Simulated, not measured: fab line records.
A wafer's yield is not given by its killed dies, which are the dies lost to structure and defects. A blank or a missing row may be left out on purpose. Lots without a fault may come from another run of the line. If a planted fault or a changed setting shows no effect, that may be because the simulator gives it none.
fab line records ; flow rit-cmos
[record] lots = 14; wafers = 42; last-day = 8
route steps=202 shown CONTACT@180 M1@202
lots with no fault: from the same line, run without faults
start-h: start of the lot's first displayed wafer, in hours after the record's first day ; wait-h: how many hours have passed since the lot's step before this one ; " as in the row above ; L1.1+2: several wafers, shown together as one row ; - no value, or no start was given ; * or withheld: withheld ; < > ~ a bound
route shown NAME@n: a module of which the file shows steps, and the number in the route of the first ; usual: mean and standard deviation over wafers with no fault ; same: alike in all rows ; chamber/n: place in a boat ; sites: per-site readings ; _std_site: how widely they spread, as a standard deviation ; _edge_site: outer sites' mean less inner sites' ; radius-mm: how far each site lies from the wafer's centre ; mask NAME#n: copy n ; behind: the tool/chamber that last shaped the wafer ; hold: reason for holding the lot/hours on hold/outcome of the hold ; device: whichever transistor did not switch (one of n, p or np) ; end of line: the same wafers' tests at the end of the route ; for a step that has no rows: nothing shown but its recipe ; killed: dies lost to structure and defects at the first sort, not the wafer's yield ; map: the dies of a wafer, with x for killed, . for not killed, _ for no die there
set.NAME: the run value of the setting; set.NAME@STEP: its run value at that earlier step ; model.NAME: the simulator's own value behind a step, which no gauge read
the route's steps for a sample of lots (tables are steps, rows are wafers)
services: when a tool's chamber went out of use (start-h, in hours from the record's first day, below 0 if earlier), for how many hours, and the reason
[[steps]]
[step RIT_CONTACT_STRIP_12]
[recipe] chemistry = O2; time-s = 180; resist = NOVOLAK; platen-temp-c = withheld; power-w = 500; pressure-mtorr = 4000; o2-flow-sccm = 4000
[usual] chamber-pressure-mTorr = 4000/4; drypump-motor-current-A = 5.9/0.46
lot.wafer;tool;chamber;start-h;wait-h;chamber-pressure-mTorr;drypump-motor-current-A;rf-hours-counter-h
L332.1;plasma-asher-01;0;54.24;0.1;3995;5.6;23
L332.4;plasma-asher-01;1;54.24;0.1;4000;5.6;-
L332.6;plasma-asher-01;0;54.24;0.1;4002;5.7;-
L334.1;plasma-asher-04;1;63.86;0.1;3999;6.7;44
L334.5;plasma-asher-04;0;63.86;0.1;4002;6.4;-
L334.6;plasma-asher-04;1;63.86;0.1;3993;6.7;-
L335.2;plasma-asher-01;0;69.73;0.1;3999;5.7;25
L335.3;plasma-asher-01;1;69.73;0.1;4002;5.7;-
L335.6;plasma-asher-01;0;69.73;0.1;3999;5.6;-
L338.1;plasma-asher-01;0;83.28;0.1;3998;5.6;26
L338.3;plasma-asher-01;1;83.28;0.1;3994;5.7;-
L338.6;plasma-asher-01;1;83.28;0.1;4002;5.7;-
L341.1;plasma-asher-01;1;102.42;0.1;3996;5.7;28
L341.2;plasma-asher-01;0;102.42;0.1;4002;5.6;28
L341.4;plasma-asher-01;1;102.42;0.1;4004;5.7;-
L342.1;plasma-asher-04;1;110.29;0.1;3996;6.7;47
L342.2;plasma-asher-04;0;110.29;0.1;4004;6.3;47
L342.6;plasma-asher-04;1;110.29;0.1;4003;6.7;-
L343.1;plasma-asher-02;0;117.94;0.1;-;-;-
L343.4;plasma-asher-02;0;117.94;0.1;-;-;-
L343.5;plasma-asher-02;1;117.94;0.1;-;-;-
L344.1;plasma-asher-02;0;122.85;0.1;-;-;-
L344.4;plasma-asher-02;1;122.85;0.1;-;-;-
L344.6;plasma-asher-02;0;122.85;0.1;-;-;-
L348.2;plasma-asher-01;1;142.01;0.2;4003;5.7;32
L348.4;plasma-asher-01;0;142.01;0.2;4010;5.6;-
L348.6;plasma-asher-01;0;142.01;0.2;3995;5.6;-
L350.1;plasma-asher-02;0;145.61;0.1;3996;6.1;3
L350.3;plasma-asher-02;0;145.61;0.1;3999;6.1;-
L350.5;plasma-asher-02;0;145.61;0.1;3999;6.1;-
L349.3;plasma-asher-04;0;152.57;0.2;4005;6.3;-
L349.4;plasma-asher-04;1;152.57;0.2;3995;6.7;-
L349.6;plasma-asher-04;0;152.57;0.2;3994;6.3;-
L352.2;plasma-asher-01;0;159.17;0.1;4005;5.6;34
L352.3;plasma-asher-01;1;159.17;0.1;3995;5.7;-
L352.5;plasma-asher-01;1;159.17;0.1;4002;5.6;-
L353.4;plasma-asher-02;1;167.83;0.2;3998;5.2;-
L353.5;plasma-asher-02;1;167.83;0.2;3995;5.3;-
L353.6;plasma-asher-02;0;167.83;0.2;4006;6.1;-
L355.3;plasma-asher-02;1;175.67;0.2;4002;5.3;-
L355.4;plasma-asher-02;0;175.67;0.2;3997;6.1;-
L355.6;plasma-asher-02;0;175.67;0.2;4001;6.1;-
[step RIT_M1_PROBE_99]
[usual] killed_at_M0_to_M3 = 0.0/0.083; killed-at-contacts = 0.1/0.23; killed-at-front-end = 7/3.1; killed-dies = 7/3.1; killed-on-rim = 1.8/1.4; killed-open = 3.3/2; killed-short = 3.6/1.9
[same] gross-dies = 264; killed_at_M4_up = 0; killed-at-back-side = 0; killed-at-other = 0
lot.wafer;tool;chamber;start-h;wait-h;killed_at_M0_to_M3;killed-at-contacts;killed-at-front-end;killed-dies;killed-on-rim;killed-open;killed-short
L343.1;prober-01;-;122.72;0.1;258;0;6;264;70;3;3
L343.4;prober-01;-;122.87;0.2;254;0;10;264;70;4;6
L343.5;prober-01;-;122.92;0.2;258;0;6;264;70;5;1
L344.1;prober-02;-;127.64;0.1;258;0;6;264;70;2;4
L344.4;prober-02;-;127.79;0.2;252;0;12;264;70;7;5
L344.6;prober-02;-;127.89;0.2;249;0;15;264;70;6;9
// killed by level:class
L343.1 M1:area-sputter=258 FOX1:geometric-particle:open=1 GATE:geometric-particle:open=1 GATE:geometric-particle:short=1 REOX:geometric-particle:open=1 REOX:geometric-particle:short=1 SPACER:geometric-particle:short=1
L343.4 M1:area-sputter=254 FOX1:geometric-particle:open=2 FOX1:geometric-particle:short=2 GATE:geometric-particle:short=2 FOX2:geometric-particle:open=1 REOX:geometric-particle:short=1 SILICIDE:geometric-particle:open=1 SILICIDE:geometric-particle:short=1
L343.5 M1:area-sputter=258 GATE:geometric-particle:open=3 GATE:geometric-particle:short=1 REOX:geometric-particle:open=1 SILICIDE:geometric-particle:open=1
L344.1 M1:area-sputter=258 GATE:geometric-particle:short=4 GATE:geometric-particle:open=1 REOX:geometric-particle:open=1
L344.4 M1:area-sputter=252 GATE:geometric-particle:open=5 GATE:geometric-particle:short=3 SILICIDE:geometric-particle:open=2 FOX2:geometric-particle:short=1 SILICIDE:geometric-particle:short=1
L344.6 M1:area-sputter=249 GATE:geometric-particle:short=4 GATE:geometric-particle:open=2 REOX:geometric-particle:short=2 FOX1:geometric-particle:short=1 FOX2:geometric-particle:short=1 FOX2:geometric-particle:open=1 REOX:geometric-particle:open=1
[[services]]
tool;chamber;start-h;hours;kind
plasma-asher-01;-;50.84;2.4;repair
plasma-asher-04;-;82.67;4.3;pm
plasma-asher-04;-;100.14;10.0;pm
plasma-asher-01;-;102.78;0.8;repair
plasma-asher-02;-;108.75;9.0;pm
plasma-asher-02;0;108.75;9.0;vent-cycle
plasma-asher-02;1;108.75;9.0;vent-cycle
plasma-asher-02;0;117.75;-;clean
plasma-asher-02;1;117.75;-;clean
plasma-asher-04;-;145.66;1.5;repair
[[key]]
[first-sign] step = RIT_CONTACT_STRIP_12; reading = tool-record; direction = missing
[effect] step = RIT_M1_PROBE_99; reading = killed_at_M0_to_M3; direction = up; sigmas = 99+; usual = 0.0; struck = 254.8
[more-kills-born-at] RIT_M1_SPUTTER_00@pvd-sputter-04 = 1529
met-at RIT_CONTACT_STRIP_12
struck-lots L343,L344
later-rows-left-out L343.1,L343.4,L343.5,L344.1,L344.4,L344.6
tester-left-out L343,L344
[fault] kind = skipped-step-whole; tool = plasma-asher-02; chamber = -; onset-h = 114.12; steps = RIT_CONTACT_STRIP_12; scope = struck-lots-only
// tester-left-out: of these lots the tester's yield and bins aren't shown, on N5 and GAA mostly nor the transistor test; their killed dies are dies lost to structure and defects alone, not to doping, threshold or leakage, so they don't give the yield
// later-rows-left-out: the simulator's readings of these wafers behind a module that went badly wrong aren't trusted and aren't shown, but for the sort
